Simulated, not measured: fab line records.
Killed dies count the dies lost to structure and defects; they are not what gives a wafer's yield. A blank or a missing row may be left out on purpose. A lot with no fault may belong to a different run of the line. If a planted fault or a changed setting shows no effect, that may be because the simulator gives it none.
fab line records	flow rit-cmos
record lots=14	wafers=42	last-day=8
route steps=202 shown ACTIVE@3 M1@194
lots with no fault: from the same line, run without faults
start-h: the number of hours between the record's first day and the start of the first shown wafer of the lot	wait-h: how many hours have passed since the lot's step before this one	" same as the row above	L1.1+2: a single row standing in for several wafers	- either no value or no given start	* or withheld: withheld	< > ~ a bound
route shown NAME@n: names a module that has steps shown in the file, with the first one's number in the route	usual: average and standard deviation across the fault-free wafers	same: alike in all rows	chamber/n: place in a boat	sites: readings site by site	_std_site: how widely they spread, as a standard deviation	_edge_site: inner sites' mean taken away from outer sites' mean	radius-mm: how far each site lies from the wafer's centre	mask NAME#n: copy n	behind: the tool/chamber that last shaped the wafer	hold: the reason the lot was held/the length of the hold in hours/how it ended	device: which transistor (n, p or np) failed to switch	end of line: at the end of the route, the tests of the same wafers	for a step that has no rows: nothing shown but its recipe	killed: not the wafer's yield, but the dies lost to structure and defects at the first sort	map: a wafer's dies, marking killed ones x, the rest . and places with no die _
set.NAME: the setting as run; set.NAME@STEP: as run at that earlier step	model.NAME: the simulator's own value behind a step, which no gauge read
steps of the route over a sample of lots; a table a step, a row a wafer
services: the hour from which a tool's chamber was out of use, counted from the record's first day as start-h (under 0 if before that day), plus the number of hours and why
## steps
# step RIT_ACTIVE_THK_MEAS_02
# recipe reads=SiO2_of_ACTIVE_OXIDATION_01
# usual ACTIVE_OXIDE_THK=46.8/0.78
lot.wafer	tool	chamber	start-h	wait-h	ACTIVE_OXIDE_THK[nm]
L615.2	film-metro-01	-	12.06	0.0	45.8
L615.3	"	-	"	"	45.9
L615.4	"	-	"	"	46.6
L616.2	film-metro-01	-	17.06	0.0	46.9
L616.3	"	-	"	"	47.2
L616.6	"	-	"	"	47.9
L618.2	film-metro-04	-	27.14	0.0	47.5
L618.3	"	-	"	"	48.0
L618.5	"	-	"	"	47.1
L619.1	film-metro-01	-	33.80	0.0	46.6
L619.4	"	-	"	"	46.9
L619.5	"	-	"	"	46.8
L620.1	film-metro-04	-	37.05	0.0	45.9
L620.3	"	-	"	"	45.7
L620.6	"	-	"	"	45.8
L621.1	film-metro-01	-	42.05	0.0	47.5
L621.3	"	-	"	"	47.1
L621.4	"	-	"	"	47.2
L625.1	film-metro-01	-	62.05	0.0	47.4
L625.2	"	-	"	"	47.3
L625.3	"	-	"	"	47.7
L628.3	film-metro-04	-	77.07	0.0	46.2
L628.4	"	-	"	"	46.4
L628.5	"	-	"	"	46.3
L631.1	film-metro-04	-	93.12	0.0	46.2
L631.2	"	-	"	"	46.4
L631.5	"	-	"	"	46.6
L632.3	film-metro-04	-	97.25	0.0	47.9
L632.4	"	-	"	"	47.7
L632.6	"	-	"	"	48.6
L634.1	film-metro-02	-	108.14	0.0	47.4
L634.2	"	-	"	"	47.8
L634.4	"	-	"	"	48.4
L635.2	film-metro-02	-	112.91	0.0	46.5
L635.3	"	-	"	"	46.7
L635.5	"	-	"	"	47.1
L636.1	film-metro-04	-	117.82	0.0	46.4
L636.4	"	-	"	"	46.6
L636.5	"	-	"	"	46.6
L638.1	film-metro-02	-	132.34	0.0	47.4
L638.2	"	-	"	"	47.0
L638.6	"	-	"	"	46.5
# step RIT_M1_OVL_MEAS_10
# usual M1_OVL=-0.7/1.4
lot.wafer	tool	chamber	start-h	wait-h	M1_OVL[nm]
L615.2	overlay-01	-	55.45	0.1	1.0
L615.3	"	-	"	"	0.8
L615.4	"	-	"	"	0.7
L616.2	overlay-01	-	61.26	0.1	1.6
L616.3	"	-	"	"	0.5
L616.6	"	-	"	"	1.1
L618.2	overlay-02	-	69.96	0.1	-1.3
L618.3	"	-	"	"	-2.1
L618.5	"	-	"	"	-0.1
L619.1	overlay-02	-	77.68	0.1	-0.8
L619.4	"	-	"	"	1.0
L619.5	"	-	"	"	-0.7
L620.1	overlay-01	-	80.50	0.1	-5.6
L620.3	"	-	"	"	-3.5
L620.6	"	-	"	"	-2.8
L621.1	overlay-01	-	85.41	0.1	-1.0
L621.3	"	-	"	"	-1.2
L621.4	"	-	"	"	-0.4
L625.1	overlay-01	-	106.03	0.1	-2.6
L625.2	"	-	"	"	-3.7
L625.3	"	-	"	"	-1.9
L628.3	overlay-02	-	123.48	0.1	-0.8
L628.4	"	-	"	"	-0.6
L628.5	"	-	"	"	-0.5
L631.1	overlay-01	-	138.99	0.1	-0.1
L631.2	"	-	"	"	-2.5
L631.5	"	-	"	"	-0.5
L632.3	overlay-01	-	142.95	0.1	-0.2
L632.4	"	-	"	"	-3.1
L632.6	"	-	"	"	-2.8
L634.1	overlay-01	-	155.25	0.1	-1.5
L634.2	"	-	"	"	-1.6
L634.4	"	-	"	"	-1.4
L635.2	overlay-02	-	160.47	0.1	0.9
L635.3	"	-	"	"	1.1
L635.5	"	-	"	"	-1.4
L636.1	overlay-02	-	170.07	0.1	0.4
L636.4	"	-	"	"	1.2
L636.5	"	-	"	"	0.5
L638.1	overlay-01	-	184.52	0.1	-1.7
L638.2	"	-	"	"	1.1
L638.6	"	-	"	"	-0.9
# step RIT_M1_METAL_ETCH_12
# recipe stop-on=SiO2	chemistry=Cl2/BCl3	target=Al	time-s=165	over-etch-frac=0.5	pressure-mtorr=100	target-depth-a=6000	rf-w=250	Cl2_flow_sccm=60	bcl3-flow-sccm=50
# usual chamber-pressure-mTorr=100.01/0.085	drypump-motor-current-A=5.5/0.5	oes-product-au=0.783/0.012	throttle-valve-pct=8.26/0.089
lot.wafer	tool	chamber	start-h	wait-h	chamber-pressure-mTorr	drypump-motor-current-A	oes-product-au	rf-hours-counter-h	throttle-valve-pct
L615.2	rie-metal-02	1	55.73	0.2	100.02	4.7	0.780	1	8.12
L615.3	"	0	"	"	99.91	5.2	0.787	-	8.30
L615.4	"	1	"	"	100.02	4.7	0.795	-	8.11
L616.2	rie-metal-03	0	61.54	0.2	100.08	5.6	0.775	37	8.26
L616.3	"	1	"	"	100.08	5.5	0.781	-	8.18
L616.6	"	1	"	"	100.01	5.5	0.791	-	8.21
L618.2	rie-metal-02	1	70.36	0.2	100.02	4.7	0.792	1	8.12
L618.3	"	0	"	"	100.02	5.1	0.802	-	8.31
L618.5	"	1	"	"	100.09	4.7	0.799	-	8.14
L619.1	rie-metal-03	0	77.99	0.2	100.10	5.6	0.752	37	8.25
L619.4	"	0	"	"	99.92	5.6	0.760	-	8.26
L619.5	"	0	"	"	100.07	5.6	0.762	-	8.26
L620.1	rie-metal-01	0	80.79	0.2	100.02	5.6	0.791	4	8.40
L620.3	"	1	"	"	100.15	6.4	0.774	-	8.27
L620.6	"	1	"	"	99.95	6.4	0.772	-	8.27
L621.1	rie-metal-02	1	85.70	0.2	99.90	4.7	0.788	1	8.13
L621.3	"	0	"	"	100.09	5.2	0.798	-	8.29
L621.4	"	1	"	"	100.16	4.7	0.793	-	8.12
L625.1	rie-metal-03	0	106.52	0.2	100.00	5.6	0.777	37	8.27
L625.2	"	1	"	"	119.98	5.5	0.778	33	8.21
L625.3	"	1	"	"	120.10	5.5	0.783	-	8.20
L628.3	rie-metal-03	0	123.81	0.2	100.05	5.6	0.764	-	8.27
L628.4	"	1	"	"	119.93	5.5	0.768	-	8.21
L628.5	"	0	"	"	100.15	5.6	0.774	-	8.26
L631.1	rie-metal-01	0	139.28	0.2	99.95	5.6	0.790	5	8.41
L631.2	"	1	"	"	100.05	6.3	0.772	5	8.27
L631.5	"	1	"	"	100.08	6.3	0.774	-	8.28
L632.3	rie-metal-02	1	143.28	0.2	100.10	4.8	0.798	-	8.10
L632.4	"	0	"	"	100.04	5.2	0.791	-	8.29
L632.6	"	1	"	"	100.03	4.7	0.800	-	8.11
L634.1	rie-metal-01	0	155.53	0.2	99.98	5.6	0.790	5	8.39
L634.2	"	1	"	"	100.03	6.3	0.766	5	8.27
L634.4	"	0	"	"	99.91	5.6	0.794	-	8.41
L635.2	rie-metal-02	0	160.75	0.2	99.96	5.2	0.779	2	8.28
L635.3	"	1	"	"	99.88	4.7	0.788	-	8.11
L635.5	"	0	"	"	99.93	5.2	0.786	-	8.29
L636.1	rie-metal-01	0	170.35	0.2	99.99	5.6	0.786	5	8.40
L636.4	"	1	"	"	99.95	6.3	0.767	-	8.28
L636.5	"	0	"	"	99.92	5.6	0.787	-	8.42
L638.1	rie-metal-01	1	184.93	0.2	99.98	6.3	0.773	6	8.26
L638.2	"	0	"	"	99.95	5.6	0.793	5	8.40
L638.6	"	1	"	"	99.98	6.3	0.776	-	8.26
# step RIT_M1_STRIP_14
# recipe chemistry=O2	time-s=180	platen-temp-c=withheld	power-w=500	pressure-mtorr=4000	o2-flow-sccm=4000
# usual chamber-pressure-mTorr=4000/4	drypump-motor-current-A=6.0/0.34
lot.wafer	tool	chamber	start-h	wait-h	chamber-pressure-mTorr	drypump-motor-current-A	rf-hours-counter-h
L615.2	plasma-asher-01	0	56.09	0.0	4004	6.5	25
L615.3	"	1	"	"	3995	6.0	-
L615.4	"	0	"	"	3992	6.5	-
L616.2	plasma-asher-04	1	61.89	0.0	3997	5.8	44
L616.3	"	1	"	"	4000	5.7	-
L616.6	"	0	"	"	4006	5.9	-
L618.2	plasma-asher-01	1	70.71	0.0	3999	6.0	27
L618.3	"	1	"	"	3998	6.0	-
L618.5	"	0	"	"	4002	6.5	-
L619.1	plasma-asher-01	1	78.51	0.0	4000	6.0	27
L619.4	"	0	"	"	3999	6.5	-
L619.5	"	0	"	"	4000	6.5	-
L620.1	plasma-asher-04	0	81.30	0.0	4010	5.9	46
L620.3	"	1	"	"	3997	5.7	-
L620.6	"	0	"	"	4004	5.9	-
L621.1	plasma-asher-04	0	86.05	0.0	3997	5.9	47
L621.3	"	0	"	"	4002	5.9	-
L621.4	"	1	"	"	4007	5.7	-
L625.1	plasma-asher-04	1	106.86	0.0	3999	5.7	49
L625.2	"	0	"	"	3997	5.9	49
L625.3	"	1	"	"	3999	5.7	-
L628.3	plasma-asher-04	0	124.15	0.1	3996	5.9	-
L628.4	"	1	"	"	4000	5.7	-
L628.5	"	0	"	"	3994	5.9	-
L631.1	plasma-asher-04	1	139.62	0.0	4005	5.7	52
L631.2	"	0	"	"	4004	5.9	52
L631.5	"	0	"	"	4003	5.9	-
L632.3	plasma-asher-03	1	143.64	0.1	3999	6.4	-
L632.4	"	0	"	"	4005	5.4	-
L632.6	"	0	"	"	4007	5.4	-
L634.1	plasma-asher-03	0	155.89	0.0	3999	5.4	4
L634.2	"	1	"	"	3996	6.4	4
L634.4	"	0	"	"	4000	5.4	-
L635.2	plasma-asher-01	0	161.10	0.0	3996	6.5	36
L635.3	"	1	"	"	4000	6.0	-
L635.5	"	1	"	"	4002	6.0	-
L636.1	plasma-asher-03	1	170.76	0.0	3991	6.4	5
L636.4	"	1	"	"	4002	6.4	-
L636.5	"	0	"	"	4005	5.4	-
L638.1	plasma-asher-04	1	185.34	0.0	4001	5.7	57
L638.2	"	0	"	"	3991	5.9	57
L638.6	"	0	"	"	3999	5.9	-
# step RIT_M1_PROBE_99
# usual defect-limited-yield=97.5/1	killed-at-contacts=0.0/0.25	killed-at-front-end=6.6/2.7	killed-dies=6.7/2.7	killed-open=3.3/1.9	killed-short=3.4/1.9	sort_bin_3_pad_short=0.1/0.24	sort_bin_5_function=1.5/0.78	sort_bin_6_memory=0.9/0.69	sort-n-pass=257.3/2.7	sort-yield-pct=97.5/1
# same gross-dies=264	killed_at_M0_to_M3=0	killed_at_M4_up=0	killed-at-back-side=0	killed-at-other=0
lot.wafer	tool	chamber	start-h	wait-h	defect-limited-yield[%]	killed-at-contacts	killed-at-front-end	killed-dies	killed-open	killed-short	sort_bin_3_pad_short[%]	sort_bin_5_function[%]	sort_bin_6_memory[%]	sort-n-pass	sort-yield-pct[%]
L615.2	prober-01	-	58.51	0.1	98.5	0	4	4	1	3	0	0.8	0.8	260.0	98.5
L615.3	prober-01	-	58.56	0.2	97.3	0	7	7	4	3	0	0.8	1.9	257.0	97.3
L615.4	prober-01	-	58.61	0.2	97.7	0	6	6	4	2	0	1.1	1.1	258.0	97.7
L616.2	prober-02	-	63.86	0.1	98.1	0	5	5	2	3	0	1.1	0.8	259.0	98.1
L616.3	prober-02	-	63.91	0.2	97.3	0	7	7	6	1	0	1.9	0.8	257.0	97.3
L616.6	prober-02	-	64.06	0.2	95.5	0	12	12	8	4	0	2.7	1.9	252.0	95.5
L618.2	prober-02	-	73.72	0.1	98.1	0	5	5	3	2	0.4	0.8	0.8	259.0	98.1
L618.3	prober-02	-	73.77	0.2	98.9	0	3	3	2	1	0	0.8	0.4	261.0	98.9
L618.5	prober-02	-	73.87	0.2	98.1	0	5	5	3	2	0.4	0.8	0.8	259.0	98.1
L619.1	prober-01	-	80.42	0.1	98.1	1	4	5	4	1	0	1.5	0.4	259.0	98.1
L619.4	prober-01	-	80.57	0.2	98.5	0	4	4	2	2	0	1.1	0.4	260.0	98.5
L619.5	prober-01	-	80.62	0.2	96.6	0	9	9	6	3	0	1.9	1.5	255.0	96.6
L620.1	prober-02	-	83.22	0.1	96.6	1	8	9	6	3	0	2.3	1.1	255.0	96.6
L620.3	prober-02	-	83.32	0.2	96.2	0	10	10	6	4	0	2.7	1.1	254.0	96.2
L620.6	prober-02	-	83.47	0.2	96.2	0	10	10	3	7	1.1	0.4	2.3	254.0	96.2
L621.1	prober-01	-	88.67	0.1	98.5	0	4	4	3	1	0	0.4	1.1	260.0	98.5
L621.3	prober-01	-	88.77	0.2	98.1	0	5	5	3	2	0	1.5	0.4	259.0	98.1
L621.4	prober-01	-	88.82	0.2	97.7	0	6	6	2	4	0	1.1	1.1	258.0	97.7
L625.1	prober-01	-	110.84	0.1	98.1	0	5	5	2	3	0	1.1	0.8	259.0	98.1
L625.2	prober-01	-	110.89	0.1	99.2	0	2	2	1	1	0	0.4	0.4	262.0	99.2
L625.3	prober-01	-	110.94	0.2	95.8	0	11	11	7	4	0.8	1.9	1.5	253.0	95.8
L628.3	prober-02	-	126.34	0.2	97.7	0	6	6	2	4	0	1.5	0.8	258.0	97.7
L628.4	prober-02	-	126.39	0.2	98.1	0	5	5	5	0	0	0.8	1.1	259.0	98.1
L628.5	prober-02	-	126.44	0.2	99.2	0	2	2	0	2	0	0.4	0.4	262.0	99.2
L631.1	prober-01	-	144.10	0.1	97.0	0	8	8	4	4	0	2.7	0.4	256.0	97.0
L631.2	prober-01	-	144.15	0.1	99.2	0	2	2	1	1	0	0.4	0.4	262.0	99.2
L631.5	prober-01	-	144.30	0.2	99.2	0	2	2	1	1	0	0.4	0.4	262.0	99.2
L632.3	prober-01	-	148.30	0.2	97.7	0	6	6	2	4	0	1.5	0.8	258.0	97.7
L632.4	prober-01	-	148.35	0.2	97.3	0	7	7	6	1	0	1.1	1.5	257.0	97.3
L632.6	prober-01	-	148.45	0.2	98.1	0	5	5	3	2	0	0	1.9	259.0	98.1
L634.1	prober-02	-	159.05	0.1	97.7	0	6	6	4	2	0	0.8	1.5	258.0	97.7
L634.2	prober-02	-	159.10	0.1	95.8	0	11	11	3	8	0	2.7	1.5	253.0	95.8
L634.4	prober-02	-	159.20	0.2	98.1	0	5	5	3	2	0	0.8	1.1	259.0	98.1
L635.2	prober-02	-	165.65	0.1	97.3	0	7	7	2	5	0.4	1.1	1.1	257.0	97.3
L635.3	prober-02	-	165.70	0.2	96.2	0	10	10	4	6	0	1.9	1.9	254.0	96.2
L635.5	prober-02	-	165.80	0.2	95.5	0	12	12	5	7	0	3.4	1.1	252.0	95.5
L636.1	prober-01	-	173.52	0.1	98.5	0	4	4	1	3	0	1.5	0	260.0	98.5
L636.4	prober-01	-	173.67	0.2	98.9	0	3	3	1	2	0.8	0	0.4	261.0	98.9
L636.5	prober-01	-	173.72	0.2	96.6	0	9	9	5	4	0	0.8	2.7	255.0	96.6
L638.1	prober-02	-	187.59	0.1	97.3	0	7	7	3	4	0	1.9	0.8	257.0	97.3
L638.2	prober-02	-	187.64	0.1	95.5	0	12	12	5	7	0	1.9	2.7	252.0	95.5
L638.6	prober-02	-	187.84	0.2	97.0	0	8	8	4	4	0	2.3	0.8	256.0	97.0
# killed by level:class
L615.2 GATE:geometric-particle:short=2 FOX1:geometric-particle:short=1 GATE:geometric-particle:open=1
L615.3 GATE:geometric-particle:open=3 FOX1:geometric-particle:short=1 FOX2:geometric-particle:short=1 FOX2:geometric-particle:open=1 GATE:geometric-particle:short=1
L615.4 GATE:geometric-particle:open=3 ACTIVE:geometric-particle:open=1 FOX1:geometric-particle:short=1 SILICIDE:geometric-particle:short=1
L616.2 FOX1:geometric-particle:short=3 FOX1:geometric-particle:open=1 SILICIDE:geometric-particle:open=1
L616.3 FOX1:geometric-particle:open=2 GATE:geometric-particle:open=2 FOX2:geometric-particle:open=1 GATE:geometric-particle:short=1 SILICIDE:geometric-particle:open=1
L616.6 FOX1:geometric-particle:open=3 GATE:geometric-particle:open=3 SILICIDE:geometric-particle:short=2 GATE:geometric-particle:short=1 REOX:geometric-particle:open=1 REOX:geometric-particle:short=1 SILICIDE:geometric-particle:open=1
L618.2 FOX2:geometric-particle:open=2 FOX2:geometric-particle:short=1 REOX:geometric-particle:short=1 SPACER:geometric-particle:open=1
L618.3 GATE:geometric-particle:open=1 GATE:geometric-particle:short=1 REOX:geometric-particle:open=1
L618.5 GATE:geometric-particle:open=2 FOX1:geometric-particle:open=1 GATE:geometric-particle:short=1 REOX:geometric-particle:short=1
L619.1 GATE:geometric-particle:open=4 CONTACT:geometric-particle:short=1
L619.4 FOX1:geometric-particle:open=2 GATE:geometric-particle:short=1 REOX:geometric-particle:short=1
L619.5 GATE:geometric-particle:short=3 GATE:geometric-particle:open=3 FOX1:geometric-particle:open=2 REOX:geometric-particle:open=1
L620.1 GATE:geometric-particle:open=2 SPACER:geometric-particle:open=2 FOX1:geometric-particle:open=1 FOX2:geometric-particle:open=1 GATE:geometric-particle:short=1 SPACER:geometric-particle:short=1 CONTACT:geometric-particle:short=1
L620.3 GATE:geometric-particle:open=2 REOX:geometric-particle:open=2 FOX1:geometric-particle:short=1 FOX2:geometric-particle:short=1 GATE:geometric-particle:short=1 REOX:geometric-particle:short=1 SPACER:geometric-particle:open=1 SILICIDE:geometric-particle:open=1
L620.6 FOX1:geometric-particle:short=3 SILICIDE:geometric-particle:short=2 GATE:geometric-particle:open=1 GATE:geometric-particle:short=1 SPACER:geometric-particle:open=1 SPACER:geometric-particle:short=1 SILICIDE:geometric-particle:open=1
L621.1 FOX2:geometric-particle:open=1 GATE:geometric-particle:open=1 SPACER:geometric-particle:open=1 SPACER:geometric-particle:short=1
L621.3 SPACER:geometric-particle:open=2 GATE:geometric-particle:short=1 GATE:geometric-particle:open=1 SILICIDE:geometric-particle:short=1
L621.4 GATE:geometric-particle:short=2 GATE:geometric-particle:open=1 REOX:geometric-particle:short=1 SPACER:geometric-particle:open=1 SPACER:geometric-particle:short=1
L625.1 GATE:geometric-particle:short=2 FOX1:geometric-particle:short=1 FOX1:geometric-particle:open=1 GATE:geometric-particle:open=1
L625.2 FOX1:geometric-particle:open=1 GATE:geometric-particle:short=1
L625.3 GATE:geometric-particle:short=3 GATE:geometric-particle:open=3 SILICIDE:geometric-particle:open=2 FOX1:geometric-particle:open=1 SPACER:geometric-particle:open=1 SILICIDE:geometric-particle:short=1
L628.3 GATE:geometric-particle:short=1 GATE:geometric-particle:open=1 REOX:geometric-particle:open=1 REOX:geometric-particle:short=1 SPACER:geometric-particle:short=1 SILICIDE:geometric-particle:short=1
L628.4 FOX1:geometric-particle:open=1 FOX2:geometric-particle:open=1 GATE:geometric-particle:open=1 REOX:geometric-particle:open=1 SILICIDE:geometric-particle:open=1
L628.5 GATE:geometric-particle:short=1 REOX:geometric-particle:short=1
L631.1 GATE:geometric-particle:open=4 FOX2:geometric-particle:short=1 GATE:geometric-particle:short=1 REOX:geometric-particle:short=1 SILICIDE:geometric-particle:short=1
L631.2 FOX2:geometric-particle:short=1 GATE:geometric-particle:open=1
L631.5 REOX:geometric-particle:short=1 REOX:geometric-particle:open=1
L632.3 GATE:geometric-particle:short=2 SPACER:geometric-particle:short=2 GATE:geometric-particle:open=1 SILICIDE:geometric-particle:open=1
L632.4 GATE:geometric-particle:open=5 REOX:geometric-particle:open=1 SPACER:geometric-particle:short=1
L632.6 FOX1:geometric-particle:short=1 FOX2:geometric-particle:open=1 GATE:geometric-particle:open=1 GATE:geometric-particle:short=1 REOX:geometric-particle:open=1
L634.1 SPACER:geometric-particle:open=2 FOX1:geometric-particle:open=1 FOX2:geometric-particle:short=1 SILICIDE:geometric-particle:short=1 SILICIDE:geometric-particle:open=1
L634.2 REOX:geometric-particle:short=4 FOX1:geometric-particle:short=2 FOX1:geometric-particle:open=2 FOX2:geometric-particle:short=1 REOX:geometric-particle:open=1 SILICIDE:geometric-particle:short=1
L634.4 REOX:geometric-particle:open=2 FOX1:geometric-particle:short=1 GATE:geometric-particle:open=1 GATE:geometric-particle:short=1
L635.2 FOX2:geometric-particle:short=2 GATE:geometric-particle:short=2 GATE:geometric-particle:open=2 SPACER:geometric-particle:short=1
L635.3 GATE:geometric-particle:short=4 FOX1:geometric-particle:open=1 FOX1:geometric-particle:short=1 FOX2:geometric-particle:open=1 SPACER:geometric-particle:open=1 SILICIDE:geometric-particle:open=1 SILICIDE:geometric-particle:short=1
L635.5 GATE:geometric-particle:open=3 SPACER:geometric-particle:short=2 SILICIDE:geometric-particle:open=2 SILICIDE:geometric-particle:short=2 FOX1:geometric-particle:short=1 FOX2:geometric-particle:short=1 REOX:geometric-particle:short=1
L636.1 GATE:geometric-particle:short=1 REOX:geometric-particle:open=1 REOX:geometric-particle:short=1 SILICIDE:geometric-particle:short=1
L636.4 REOX:geometric-particle:open=1 SPACER:geometric-particle:short=1 SILICIDE:geometric-particle:short=1
L636.5 FOX2:geometric-particle:open=3 SPACER:geometric-particle:short=3 FOX1:geometric-particle:open=1 GATE:geometric-particle:short=1 GATE:geometric-particle:open=1
L638.1 GATE:geometric-particle:short=2 REOX:geometric-particle:short=2 FOX2:geometric-particle:open=1 REOX:geometric-particle:open=1 SPACER:geometric-particle:open=1
L638.2 FOX2:geometric-particle:open=2 GATE:geometric-particle:short=2 SPACER:geometric-particle:short=2 FOX1:geometric-particle:short=1 FOX2:geometric-particle:short=1 GATE:geometric-particle:open=1 SPACER:geometric-particle:open=1 SILICIDE:geometric-particle:open=1
L638.6 FOX2:geometric-particle:open=2 GATE:geometric-particle:open=2 FOX1:geometric-particle:short=1 FOX2:geometric-particle:short=1 GATE:geometric-particle:short=1 SPACER:geometric-particle:short=1
## services
tool	chamber	start-h	hours	kind
plasma-asher-03	-	56.69	2.8	pm
plasma-asher-03	-	108.75	9.0	pm
plasma-asher-03	0	108.75	9.0	vent-cycle
plasma-asher-03	1	108.75	9.0	vent-cycle
plasma-asher-03	0	117.75	-	clean
plasma-asher-03	1	117.75	-	clean
rie-metal-03	-	136.12	20.0	pm
rie-metal-03	0	136.12	20.0	vent-cycle
rie-metal-03	1	136.12	20.0	vent-cycle
plasma-asher-03	-	142.18	0.6	repair
rie-metal-03	0	156.12	-	clean
rie-metal-03	1	156.12	-	clean
plasma-asher-01	-	175.77	4.3	repair
## key
first-sign step=RIT_M1_METAL_ETCH_12	reading=chamber-pressure-mTorr	direction=up	sigmas=99+	usual=100.01	struck=120.00
effect none on later readings
met-at RIT_M1_METAL_ETCH_12
struck-lots L625,L628
struck-wafers L625.2,L625.3,L628.4
not-acting-at RIT_ACTIVE_THK_MEAS_02,RIT_M1_OVL_MEAS_10,RIT_M1_STRIP_14
onset-between 61.54 106.52
fault kind=process-parameter-drift	tool=rie-metal-03	chamber=1	onset-h=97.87	steps=RIT_M1_METAL_ETCH_12	channel=pressure-mtorr	offset=20	shape=step	end-h=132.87	stated=100
